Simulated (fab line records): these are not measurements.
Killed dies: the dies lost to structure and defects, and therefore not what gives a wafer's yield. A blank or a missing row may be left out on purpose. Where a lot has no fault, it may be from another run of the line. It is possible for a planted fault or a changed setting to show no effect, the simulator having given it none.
Comparing a struck lot with a sound one -- flow berkeley_cmos170 -- 30 out of 331 route steps
Sound: wafers L920.1, L920.4, L920.5. The struck wafers were L922.1, L922.2, L922.4. The cause is named last.
Each step with rows lists, per side, the tool, then ch with its chambers, then its first start. Under that, the readings that differ: sound wafers -- struck wafers -- difference of the means -- sigmas: that difference in standard deviations of wafers without a fault.
alike: words and numbers the same on both sides, and readings whose means are apart by under 2 such deviations; not compared: readings that were withheld, readings missing a value for some wafer, numbers with overlapping values and no deviation given by the record, and bounds like >300 which may hide the same value.
Wherever a step has rows on one side only, a row that says differs or no value, or a row with sigmas, the two part there. Non-overlapping numbers with no deviation appear without sigmas and do not part them. A reading missing from all wafers of one side parts the sides only when that side holds two or more wafers.

UCB170_SDANNEAL_RTA_01: time 5 s.
  sound on rtp_anneal-01 ch 0, day 10 19:31; struck on rtp_anneal-02 ch 0, day 10 20:51
reading,sound,struck,difference,sigmas
lamp_power_pct (%),37.2 37.2 37.2,35.6 35.7 35.6,-1.6,-2
  alike: wafer_temp_C_max
UCB170_SDANNEAL_RS_MEAS_02: a four-point-probe measurement.
  struck on film_metro-01, day 10 20:54; sound on film_metro-02, day 10 19:35
  alike: PSD_RS
UCB170_SDANNEAL_RS_MEAS_03: a four-point-probe measurement.
  struck on film_metro-01, day 10 21:01; sound on film_metro-02, day 10 19:42
reading,sound,struck,difference,sigmas
NSD_RS (ohm/sq),37.21 37.22 37.23,37.39 37.32 37.45,+0.17,+2
UCB170_SDANNEAL_RS_MEAS_04: a four-point-probe measurement.
  struck on film_metro-01, day 10 21:08; sound on film_metro-02, day 10 19:49
  alike: PLDD_RS
UCB170_SDANNEAL_RS_MEAS_05: a four-point-probe measurement.
  struck on film_metro-01, day 10 21:16; sound on film_metro-02, day 10 19:56
  alike: NLDD_RS
then, 2 steps without rows for these wafers: UCB170_SILICIDE_PRE_CLEAN_00 (preclean etch time 60 s); UCB170_SILICIDE_SPUTTER_01 (material Ti, target thk 30 nm, time 25 s).
UCB170_SILICIDE_RS_MEAS_02: a four-point-probe measurement.
  struck on film_metro-03, day 10 21:29; sound on film_metro-03, day 10 20:09
  alike: SILICIDE_TI_RS
UCB170_SILICIDE_THK_MEAS_03: measures by xrf.
  struck on film_metro-03, day 10 21:36; sound on film_metro-03, day 10 20:16
  alike: SILICIDE_TI_THK
UCB170_SILICIDE_RTA_04: time 15 s.
  sound on rtp_anneal-02 ch 0, day 10 20:20; struck on rtp_anneal-02 ch 0, day 10 21:40
  alike: lamp_power_pct, wafer_temp_C_max
then, 2 steps without rows for these wafers: UCB170_SILICIDE_WET_ETCH_05 (etches Ti in SPM, time 45 s); UCB170_CONTACT_CLEAN_00 (cleans in SPM, time 600 s).
UCB170_CONTACT_CVD_01: deposits PSG from SiH4/O2/PH3, target thk 700 nm, time 2820 s.
  sound on lpcvd-01 ch 1, day 10 20:36; struck on lpcvd-02 ch 0, day 10 23:17
reading,sound,struck,difference,sigmas
pressure_mtorr (mTorr),300.6 300.2 300.0,449.7 450.2 448.7,+149.3,+99 or more
model.PSG_of_CONTACT_CVD_01.thk_nm (nm),705.2 707.2 707.2,862.4 856.1 860.1,+153.0,
UCB170_CONTACT_THK_MEAS_02:
  struck on film_metro-02, day 11 01:18; sound on film_metro-02, day 10 22:23
reading,sound,struck,difference,sigmas
CONTACT_PSG_THK (nm),705 707 707,863 857 860,+154,+24
  not compared: hold
then, 4 steps without rows for these wafers: UCB170_CONTACT_COAT_04 (resist thk 900 nm); UCB170_CONTACT_SOFTBAKE_05 (time 60 s); UCB170_CONTACT_STRIP_06 (strips in O2); UCB170_CONTACT_CLEAN_07 (cleans in SPM, time 600 s).
UCB170_CONTACT_RTA_08: time 10 s.
  sound on rtp_anneal-01 ch 0, day 10 23:10; struck on rtp_anneal-01 ch 0, day 11 05:31
  alike: lamp_power_pct, wafer_temp_C_max
then, 6 steps without rows for these wafers: UCB170_CONTACT_COAT_09; UCB170_CONTACT_COAT_10 (resist thk 900 nm); UCB170_CONTACT_SOFTBAKE_11 (time 60 s); UCB170_CONTACT_EXPOSE_12 (exposes mask CONT, target cd 700 nm); UCB170_CONTACT_PEB_13; UCB170_CONTACT_DEVELOP_14 (develop time 45 s).
UCB170_CONTACT_CD_MEAS_15 targets a cd of 700 nm.
  struck on cd_sem-02, day 11 06:33; sound on cd_sem-01, day 11 00:05
  alike: cd_nm
UCB170_CONTACT_OVL_MEAS_16:
  struck on overlay-02, day 11 06:40; sound on overlay-02, day 11 00:12
  alike: CONTACT_OVL
UCB170_CONTACT_ETCH_17: etches BARC in N2/H2.
  sound on rie_diel-03 ch 0,1,3, day 11 00:14; struck on rie_diel-04 ch 1,2,3, day 11 06:43
  alike: chamber_pressure_mTorr, drypump_motor_current_A, oes_product_au, throttle_valve_pct
UCB170_CONTACT_ETCH_18: etches PSG in CHF3/CF4/Ar, stops on TiSi2, target depth 840 nm, time 195 s.
  sound: rie_diel-03 ch 0,1,3; struck: rie_diel-04 ch 1,2,3
reading,sound,struck,difference,sigmas
oes_product_au (a.u.),0.891 0.877 0.895,0.995 0.972 1.009,+0.104,+7
model.etch.depth_nm (nm),705.2 707.2 707.2,854.6 832.7 833.2,+133.6,
model.CONTACT.feature_depth_nm (nm),705.2 707.2 707.2,854.6 832.7 833.2,+133.6,
  alike: CHF3_flow_sccm, chamber_pressure_mTorr, drypump_motor_current_A, throttle_valve_pct
  not compared: rf_hours_counter_h
UCB170_CONTACT_STRIP_19: strips in O2.
  sound on plasma_asher-01 ch 0,1, day 11 00:24; struck on plasma_asher-03 ch 0,1, day 11 06:53
reading,sound,struck,difference,sigmas
drypump_motor_current_A (A),5.98 6.00 6.04,5.41 5.27 5.28,-0.69,-2
  alike: chamber_pressure_mTorr, oes_product_au
  not compared: rf_hours_counter_h

## WHERE THEY PART
First at UCB170_SDANNEAL_RTA_01; last, within this record, at UCB170_CONTACT_STRIP_19.

WHY: whatever the simulator had introduced
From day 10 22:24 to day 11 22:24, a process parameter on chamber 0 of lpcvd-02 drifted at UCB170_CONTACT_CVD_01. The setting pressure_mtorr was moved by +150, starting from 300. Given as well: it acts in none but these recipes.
